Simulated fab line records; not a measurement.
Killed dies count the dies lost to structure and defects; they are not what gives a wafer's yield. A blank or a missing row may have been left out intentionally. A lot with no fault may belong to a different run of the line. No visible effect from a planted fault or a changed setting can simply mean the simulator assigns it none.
The tool behind it: which one? || flow rit_cmos || Sampling: 14 lots, 42 wafers, 5 of 202 route steps

## WHAT THE GAUGES READ, wafer by wafer
RIT_GATE_OVL_MEAS_17. Usual: for GATE_OVL the level is -0.9 nm and the standard deviation is 1.4.
{"lot": "L386", "measured": "day 2 14:23", "on": "overlay-01", "GATE_OVL (nm)": "-1.5 -1.1 -0.4", "flag": ""}
{"lot": "L387", "measured": "day 2 22:35", "on": "overlay-01", "GATE_OVL (nm)": "-3.7 -0.7 -0.6", "flag": ""}
{"lot": "L388", "measured": "day 3 02:30", "on": "overlay-01", "GATE_OVL (nm)": "-0.9 -1.4 -1.4", "flag": ""}
{"lot": "L389", "measured": "day 3 05:13", "on": "overlay-01", "GATE_OVL (nm)": "-1.7 -1.5 -0.5", "flag": ""}
{"lot": "L390", "measured": "day 3 13:14", "on": "overlay-02", "GATE_OVL (nm)": "-0.2 0.8 1.1", "flag": ""}
{"lot": "L391", "measured": "day 3 16:43", "on": "overlay-01", "GATE_OVL (nm)": "0.6 2.7 -0.4", "flag": ""}
{"lot": "L392", "measured": "day 3 23:17", "on": "overlay-01", "GATE_OVL (nm)": "128.3 128.8 127.1", "flag": "OFF"}
{"lot": "L393", "measured": "day 4 02:07", "on": "overlay-01", "GATE_OVL (nm)": "129.1 130.2 130.0", "flag": "OFF"}
{"lot": "L396", "measured": "day 4 20:03", "on": "overlay-02", "GATE_OVL (nm)": "128.3 127.9 129.9", "flag": "OFF"}
{"lot": "L398", "measured": "day 5 05:17", "on": "overlay-02", "GATE_OVL (nm)": "0.0 -0.9 -3.5", "flag": ""}
{"lot": "L400", "measured": "day 5 15:56", "on": "overlay-02", "GATE_OVL (nm)": "0.4 -0.5 -2.4", "flag": ""}
{"lot": "L402", "measured": "day 5 23:38", "on": "overlay-02", "GATE_OVL (nm)": "-3.7 -1.6 -3.3", "flag": ""}
{"lot": "L403", "measured": "day 6 06:19", "on": "overlay-02", "GATE_OVL (nm)": "0.7 -0.9 -1.7", "flag": ""}
{"lot": "L404", "measured": "day 6 12:29", "on": "overlay-01", "GATE_OVL (nm)": "1.1 0.9 1.1", "flag": ""}

RIT_SILICIDE_THK_MEAS_03: measures by xrf. Usual: for SILICIDE_TI_THK the level is 29.8 nm and the standard deviation is 0.47.
{"lot": "L386", "measured": "day 3 04:30", "on": "film_metro-04", "SILICIDE_TI_THK (nm)": "29.6 29.7 30.7", "flag": ""}
{"lot": "L387", "measured": "day 3 11:37", "on": "film_metro-01", "SILICIDE_TI_THK (nm)": "29.4 29.5 30.3", "flag": ""}
{"lot": "L388", "measured": "day 3 17:28", "on": "film_metro-01", "SILICIDE_TI_THK (nm)": "30.1 29.7 29.7", "flag": ""}
{"lot": "L389", "measured": "day 3 19:26", "on": "film_metro-01", "SILICIDE_TI_THK (nm)": "29.5 29.5 29.3", "flag": ""}
{"lot": "L390", "measured": "day 4 03:48", "on": "film_metro-04", "SILICIDE_TI_THK (nm)": "29.3 29.7 30.1", "flag": ""}
{"lot": "L391", "measured": "day 4 06:01", "on": "film_metro-04", "SILICIDE_TI_THK (nm)": "30.4 29.6 29.6", "flag": ""}
{"lot": "L392", "measured": "day 4 14:55", "on": "film_metro-04", "SILICIDE_TI_THK (nm)": "29.5 29.5 29.9", "flag": ""}
{"lot": "L393", "measured": "day 4 17:43", "on": "film_metro-04", "SILICIDE_TI_THK (nm)": "30.6 29.7 30.9", "flag": ""}
{"lot": "L396", "measured": "day 5 09:43", "on": "film_metro-04", "SILICIDE_TI_THK (nm)": "29.9 29.4 29.6", "flag": ""}
{"lot": "L398", "measured": "day 5 21:01", "on": "film_metro-04", "SILICIDE_TI_THK (nm)": "29.9 29.3 29.7", "flag": ""}
{"lot": "L400", "measured": "day 6 06:08", "on": "film_metro-03", "SILICIDE_TI_THK (nm)": "29.7 30.2 29.9", "flag": ""}
{"lot": "L402", "measured": "day 6 13:22", "on": "film_metro-03", "SILICIDE_TI_THK (nm)": "30.0 29.5 29.5", "flag": ""}
{"lot": "L403", "measured": "day 6 20:32", "on": "film_metro-04", "SILICIDE_TI_THK (nm)": "29.5 29.7 29.5", "flag": ""}
{"lot": "L404", "measured": "day 7 02:08", "on": "film_metro-04", "SILICIDE_TI_THK (nm)": "30.2 30.0 29.5", "flag": ""}

RIT_CONTACT_CD_MEAS_08 targets a cd of 1000 nm. Usual: 999.9 nm for cd_nm, sd 2.
{"lot": "L386", "measured": "day 3 05:56", "on": "cd_sem-01", "cd_nm (nm)": "997.7 996.5 997.9", "flag": ""}
{"lot": "L387", "measured": "day 3 13:02", "on": "cd_sem-01", "cd_nm (nm)": "998.7 999.0 999.6", "flag": ""}
{"lot": "L388", "measured": "day 3 18:46", "on": "cd_sem-01", "cd_nm (nm)": "999.7 998.2 997.8", "flag": ""}
{"lot": "L389", "measured": "day 3 20:47", "on": "cd_sem-01", "cd_nm (nm)": "1001.4 998.5 1000.9", "flag": ""}
{"lot": "L390", "measured": "day 4 05:08", "on": "cd_sem-01", "cd_nm (nm)": "999.5 997.6 998.0", "flag": ""}
{"lot": "L391", "measured": "day 4 07:19", "on": "cd_sem-01", "cd_nm (nm)": "1001.6 1003.3 1002.3", "flag": ""}
{"lot": "L392", "measured": "day 4 16:14", "on": "cd_sem-01", "cd_nm (nm)": "997.2 998.5 997.3", "flag": ""}
{"lot": "L393", "measured": "day 4 19:02", "on": "cd_sem-01", "cd_nm (nm)": "997.6 997.8 998.1", "flag": ""}
{"lot": "L396", "measured": "day 5 11:03", "on": "cd_sem-02", "cd_nm (nm)": "1001.9 1001.6 1002.6", "flag": ""}
{"lot": "L398", "measured": "day 5 22:20", "on": "cd_sem-01", "cd_nm (nm)": "997.4 1001.2 998.5", "flag": ""}
{"lot": "L400", "measured": "day 6 07:35", "on": "cd_sem-01", "cd_nm (nm)": "999.8 1002.4 999.8", "flag": ""}
{"lot": "L402", "measured": "day 6 14:44", "on": "cd_sem-02", "cd_nm (nm)": "1004.1 1003.1 1003.5", "flag": ""}
{"lot": "L403", "measured": "day 6 22:02", "on": "cd_sem-01", "cd_nm (nm)": "1000.7 1000.5 1000.2", "flag": ""}
{"lot": "L404", "measured": "day 7 03:30", "on": "cd_sem-01", "cd_nm (nm)": "997.1 997.0 996.8", "flag": ""}

## TOOL THAT RAN EACH LOT (tool first, then ch and the chambers of the sampled wafers, then the start)
{"lot": "L386", "RIT_PWELL_SOFTBAKE_02": "litho_track-02 ch 0, day 1 23:34", "RIT_GATE_EXPOSE_13": "iline_stepper-02 ch 0, day 2 13:53"}
{"lot": "L387", "RIT_PWELL_SOFTBAKE_02": "litho_track-01 ch 0, day 2 04:22", "RIT_GATE_EXPOSE_13": "iline_stepper-01 ch 0, day 2 22:05"}
{"lot": "L388", "RIT_PWELL_SOFTBAKE_02": "litho_track-03 ch 0, day 2 11:01", "RIT_GATE_EXPOSE_13": "iline_stepper-01 ch 0, day 3 01:59"}
{"lot": "L389", "RIT_PWELL_SOFTBAKE_02": "litho_track-01 ch 0, day 2 13:20", "RIT_GATE_EXPOSE_13": "iline_stepper-02 ch 0, day 3 04:40"}
{"lot": "L390", "RIT_PWELL_SOFTBAKE_02": "litho_track-01 ch 0, day 2 18:56", "RIT_GATE_EXPOSE_13": "iline_stepper-02 ch 0, day 3 12:38"}
{"lot": "L391", "RIT_PWELL_SOFTBAKE_02": "litho_track-02 ch 0, day 3 00:55", "RIT_GATE_EXPOSE_13": "iline_stepper-01 ch 0, day 3 16:11"}
{"lot": "L392", "RIT_PWELL_SOFTBAKE_02": "litho_track-02 ch 0, day 3 05:44", "RIT_GATE_EXPOSE_13": "iline_stepper-01 ch 0, day 3 22:47"}
{"lot": "L393", "RIT_PWELL_SOFTBAKE_02": "litho_track-02 ch 0, day 3 09:42", "RIT_GATE_EXPOSE_13": "iline_stepper-01 ch 0, day 4 01:19"}
{"lot": "L396", "RIT_PWELL_SOFTBAKE_02": "litho_track-01 ch 0, day 4 01:46", "RIT_GATE_EXPOSE_13": "iline_stepper-01 ch 0, day 4 19:28"}
{"lot": "L398", "RIT_PWELL_SOFTBAKE_02": "litho_track-03 ch 0, day 4 12:56", "RIT_GATE_EXPOSE_13": "iline_stepper-02 ch 0, day 5 04:47"}
{"lot": "L400", "RIT_PWELL_SOFTBAKE_02": "litho_track-03 ch 0, day 4 21:11", "RIT_GATE_EXPOSE_13": "iline_stepper-02 ch 0, day 5 15:26"}
{"lot": "L402", "RIT_PWELL_SOFTBAKE_02": "litho_track-01 ch 0, day 5 05:56", "RIT_GATE_EXPOSE_13": "iline_stepper-02 ch 0, day 5 23:08"}
{"lot": "L403", "RIT_PWELL_SOFTBAKE_02": "litho_track-03 ch 0, day 5 13:23", "RIT_GATE_EXPOSE_13": "iline_stepper-02 ch 0, day 6 05:49"}
{"lot": "L404", "RIT_PWELL_SOFTBAKE_02": "litho_track-02 ch 0, day 5 18:51", "RIT_GATE_EXPOSE_13": "iline_stepper-02 ch 0, day 6 11:59"}
- RIT_PWELL_SOFTBAKE_02: time 62.36 s.
- RIT_GATE_EXPOSE_13: exposes mask M6, target cd 150 nm.

## WHAT THE TOOLS THEMSELVES READ (means of the sampled wafers that have a number; where no wafer has one, the mark that the record gives instead)
RIT_PWELL_SOFTBAKE_02. Usual: chill_plate_temp_C 22.98 C, standard deviation 0.094; plate_sensor_t_centre_C 90.969 C, standard deviation 0.0095; plate_sensor_t_edge_C 91.020 C, standard deviation 0.01.
{"lot": "L386", "tool": "litho_track-02", "chill_plate_temp_C (C)": 23.00, "plate_sensor_t_centre_C (C)": 90.977, "plate_sensor_t_edge_C (C)": 91.023, "flag": ""}
{"lot": "L387", "tool": "litho_track-01", "chill_plate_temp_C (C)": 22.90, "plate_sensor_t_centre_C (C)": 90.971, "plate_sensor_t_edge_C (C)": 91.028, "flag": ""}
{"lot": "L388", "tool": "litho_track-03", "chill_plate_temp_C (C)": 22.90, "plate_sensor_t_centre_C (C)": 90.969, "plate_sensor_t_edge_C (C)": 91.020, "flag": ""}
{"lot": "L389", "tool": "litho_track-01", "chill_plate_temp_C (C)": 22.89, "plate_sensor_t_centre_C (C)": 90.973, "plate_sensor_t_edge_C (C)": 91.015, "flag": ""}
{"lot": "L390", "tool": "litho_track-01", "chill_plate_temp_C (C)": 22.95, "plate_sensor_t_centre_C (C)": 90.958, "plate_sensor_t_edge_C (C)": 91.019, "flag": ""}
{"lot": "L391", "tool": "litho_track-02", "chill_plate_temp_C (C)": 23.13, "plate_sensor_t_centre_C (C)": 90.966, "plate_sensor_t_edge_C (C)": 91.024, "flag": ""}
{"lot": "L392", "tool": "litho_track-02", "chill_plate_temp_C (C)": 22.95, "plate_sensor_t_centre_C (C)": 90.968, "plate_sensor_t_edge_C (C)": 91.027, "flag": ""}
{"lot": "L393", "tool": "litho_track-02", "chill_plate_temp_C (C)": 22.97, "plate_sensor_t_centre_C (C)": 90.966, "plate_sensor_t_edge_C (C)": 91.014, "flag": ""}
{"lot": "L396", "tool": "litho_track-01", "chill_plate_temp_C (C)": 23.05, "plate_sensor_t_centre_C (C)": 90.971, "plate_sensor_t_edge_C (C)": 91.023, "flag": ""}
{"lot": "L398", "tool": "litho_track-03", "chill_plate_temp_C (C)": 22.87, "plate_sensor_t_centre_C (C)": 90.972, "plate_sensor_t_edge_C (C)": 91.024, "flag": ""}
{"lot": "L400", "tool": "litho_track-03", "chill_plate_temp_C (C)": 22.97, "plate_sensor_t_centre_C (C)": 90.962, "plate_sensor_t_edge_C (C)": 91.022, "flag": ""}
{"lot": "L402", "tool": "litho_track-01", "chill_plate_temp_C (C)": 23.01, "plate_sensor_t_centre_C (C)": 90.969, "plate_sensor_t_edge_C (C)": 91.025, "flag": ""}
{"lot": "L403", "tool": "litho_track-03", "chill_plate_temp_C (C)": 22.96, "plate_sensor_t_centre_C (C)": 90.977, "plate_sensor_t_edge_C (C)": 91.015, "flag": ""}
{"lot": "L404", "tool": "litho_track-02", "chill_plate_temp_C (C)": 23.05, "plate_sensor_t_centre_C (C)": 90.970, "plate_sensor_t_edge_C (C)": 91.007, "flag": ""}

## THE ANSWER, worked out from the rows above alone
Rule: a lot is off if the mean of its wafers that have a number lies more than 3 standard deviations from the usual mean. A lot without any number at a reading at which 4 lots or more have one is off too. Where the step has rows for the other lots, those lots are counted as sound. The gauges are gone through in route order, then the tools' own readings, and for those a lot's mean is taken as printed above. At the first step where some lot is off, the reading lying furthest off is the one used; lots without a number count as furthest.
Off: L392, L393, L396, seen at RIT_GATE_OVL_MEAS_17 (GATE_OVL).
A tool fits if, at a process step before that reading, it ran every lot that is off, and no sound lot after the first of them. Those tools and the gauges at RIT_GATE_OVL_MEAS_17 are tried in the same way. One candidate fits, namely iline_stepper-01 at RIT_GATE_EXPOSE_13. Its last sound lot is L391 (day 3 16:11), its first lot that is off L392 (day 3 22:47): a fault that began between those two fits.

## WHAT WAS PUT IN BY THE SIMULATOR
Scanner matching overlay: iline_stepper-01, from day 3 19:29 on, at RIT_GATE_EXPOSE_13. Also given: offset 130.
Shown lots that were struck: L392, L393, L396. Same finding as the rule above.
